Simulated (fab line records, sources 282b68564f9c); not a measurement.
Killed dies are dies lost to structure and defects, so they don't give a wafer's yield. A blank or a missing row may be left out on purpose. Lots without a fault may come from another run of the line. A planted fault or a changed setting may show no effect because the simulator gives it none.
fab line records | flow rit_cmos
record lots=13 wafers=39 last_day=7
route steps=202 shown GATE@81 M1@202
lots that met no fault: from a run of the same line without faults
start_h: hours from the record's first day to the start of the lot's first wafer shown | wait_h: hours since the lot's step before | " the same as in the row above | L1.1+2: a row that stands for several wafers | - no value, or no start given | * or withheld: withheld | < > ~ a bound
route shown NAME@n: a module of which the file shows steps, and the number in the route of the first | usual: mean/standard deviation of fault-free wafers | same: alike in all rows | chamber/n: place in a boat | sites: the reading at each site | _std_site: their standard deviation | _edge_site: outer sites' mean less inner sites' | radius_mm: how far each site lies from the wafer's centre | mask NAME#n: copy n | behind: the tool/chamber that last shaped the wafer | hold: why the lot was held/for how many hours/how that ended | device: the transistor (n, p or np) that didn't switch | end of line: the same wafers' tests at the end of the route | a step without rows: its recipe alone | killed: dies lost to structure and defects at the first sort, not the wafer's yield | map: a wafer's dies, x killed, . not, _ none there
set.NAME: the setting as run; set.NAME@STEP: as run at that earlier step | model.NAME: the simulator's own value behind a step, which no gauge read
steps of the route over a sample of lots; a table a step, a row a wafer
services: from which hour (start_h, from the record's first day; less than 0 if before it) a tool's chamber was out of use, for how many hours, and why
## steps
# step RIT_GATE_OXIDATION_05
# recipe temp_c=900 ambient=O2 target_thk_a=30 ox_time_s=270
# usual spike_tc_centre_C=903.3/1.2 spike_tc_source_C=922.1/2.1 tube_center_temp_C=900/0.085 tube_center_temp_C_max=902.3/0.39
# columns lot.wafer tool chamber start_h wait_h spike_tc_centre_C spike_tc_source_C tube_center_temp_C tube_center_temp_C_max
L164.2 furnace-04 0 35.07 0.0 903.6 921.2 900.01 902.2
L164.4 " 0 " " 905.1 921.3 899.97 902.2
L164.6 " 0 " " 903.2 921.3 899.92 901.9
L165.3 furnace-04 0 37.63 0.0 902.1 921.8 900 902.1
L165.5 " 0 " " 903.5 920.1 899.98 901.7
L165.6 " 0 " " 904.4 921.7 900.19 902.5
L166.1 furnace-04 0 42.05 0.3 903.7 920.6 899.96 902.3
L166.2 " 0 " " 904.5 921.0 899.99 901.8
L166.5 " 0 " " 904.5 923.1 900.08 902.0
L167.1 furnace-04 0 48.48 1.1 902.8 921.5 900.07 902.6
L167.2 " 0 " " 902.7 919.8 900.04 902.6
L167.3 " 0 " " 902.8 922.7 899.91 902.7
L169.2 furnace-02 0 58.45 0.0 902.7 919.7 899.91 902.7
L169.3 " 0 " " 903.8 922.1 899.99 902.5
L169.4 " 0 " " 902.6 921.3 899.94 902.3
L172.3 furnace-04 0 75.40 0.3 897.4 915.5 894.99 897.2
L172.4 " 0 " " 898.1 917.0 894.95 897.4
L172.5 " 0 " " 901.1 917.1 894.87 897.1
L174.1 furnace-04 0 83.36 0.1 900.3 917.5 895 896.9
L174.4 " 0 " " 898.5 915.4 895.05 897.3
L174.5 " 0 " " 898.1 914.9 895 897.2
L179.1 furnace-02 0 107.19 0.5 902.4 920.0 899.98 902.2
L179.2 " 0 " " 902.7 918.0 900.05 902.0
L179.4 " 0 " " 903.5 919.0 900.08 901.9
L180.1 furnace-02 0 114.59 0.4 903.7 920.9 900.15 902.8
L180.3 " 0 " " 904.8 920.3 899.94 901.9
L180.5 " 0 " " 902.9 921.7 899.96 901.8
L183.1 furnace-02 0 129.11 0.1 902.8 920.3 899.99 902.2
L183.2 " 0 " " 902.9 919.0 899.84 902.1
L183.5 " 0 " " 901.6 922.3 900.09 902.2
L185.3 furnace-02 0 136.91 0.0 904.7 920.4 900.06 902.9
L185.4 " 0 " " 902.9 920.7 900.12 901.8
L185.5 " 0 " " 902.8 920.4 900.25 902.4
L186.3 furnace-02 0 142.02 0.0 902.5 922.0 900 902.0
L186.4 " 0 " " 904.9 920.5 899.99 902.4
L186.5 " 0 " " 902.3 921.8 900.01 902.6
L187.2 furnace-01 0 149.86 0.0 900.8 924.6 899.94 902.1
L187.5 " 0 " " 900.5 925.8 899.96 902.2
L187.6 " 0 " " 901.5 924.8 899.98 902.0
# step RIT_M1_PROBE_99
# usual killed_at_contacts=0.1/0.24 killed_at_front_end=7/3.1 killed_dies=7/3.1 killed_open=3.3/2 killed_short=3.4/2.1
# same gross_dies=264 killed_at_M0_to_M3=0 killed_at_M4_up=0 killed_at_back_side=0 killed_at_other=0
# columns lot.wafer tool chamber start_h wait_h killed_at_contacts killed_at_front_end killed_dies killed_open killed_short
L174.1 prober-02 - 110.41 0.1 0 7 7 1 6
L174.4 prober-02 - 110.56 0.2 0 7 7 2 5
L174.5 prober-02 - 110.61 0.2 0 6 6 1 5
L180.1 prober-02 - 138.60 0.1 0 6 6 3 3
L180.3 prober-02 - 138.70 0.2 0 6 6 2 4
L180.5 prober-02 - 138.80 0.2 0 9 9 8 1
# killed by level:class
L174.1 FOX1:geometric_particle:short=2 GATE:geometric_particle:short=2 SILICIDE:geometric_particle:short=2 GATE:geometric_particle:open=1
L174.4 REOX:geometric_particle:short=2 FOX1:geometric_particle:short=1 GATE:geometric_particle:short=1 GATE:geometric_particle:open=1 SPACER:geometric_particle:open=1 SILICIDE:geometric_particle:short=1
L174.5 SILICIDE:geometric_particle:short=3 REOX:geometric_particle:short=2 REOX:geometric_particle:open=1
L180.1 GATE:geometric_particle:short=2 SPACER:geometric_particle:open=2 FOX1:geometric_particle:short=1 GATE:geometric_particle:open=1
L180.3 GATE:geometric_particle:open=1 GATE:geometric_particle:short=1 REOX:geometric_particle:short=1 SPACER:geometric_particle:short=1 SPACER:geometric_particle:open=1 SILICIDE:geometric_particle:short=1
L180.5 GATE:geometric_particle:open=5 SPACER:geometric_particle:open=2 GATE:geometric_particle:short=1 SILICIDE:geometric_particle:open=1
## services
# columns tool chamber start_h hours kind
furnace-04 - 13.54 8.1 pm
furnace-01 - 29.84 4.3 pm
furnace-01 - 108.52 3.8 pm
furnace-01 - 143.55 1.0 pm
## key
first_sign step=RIT_GATE_OXIDATION_05 reading=tube_center_temp_C direction=down sigmas=56 usual=* struck=*
effect step=RIT_GATE_OXIDATION_05 reading=tube_center_temp_C_max direction=down sigmas=13 usual=* struck=*
met_at RIT_GATE_OXIDATION_05
struck_lots L172,L174
tester_left_out L172,L174
onset_between 48.48 75.40
fault kind=process_parameter_drift tool=furnace-04 chamber=- onset_h=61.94 steps=RIT_GATE_OXIDATION_05 channel=temp_c offset=* shape=step end_h=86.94 acts_in=* stated=*
# tester_left_out: of these lots the tester's yield and bins aren't shown, on N5 and GAA mostly nor the transistor test; their killed dies are dies lost to structure and defects alone, not to doping, threshold or leakage, so they don't give the yield
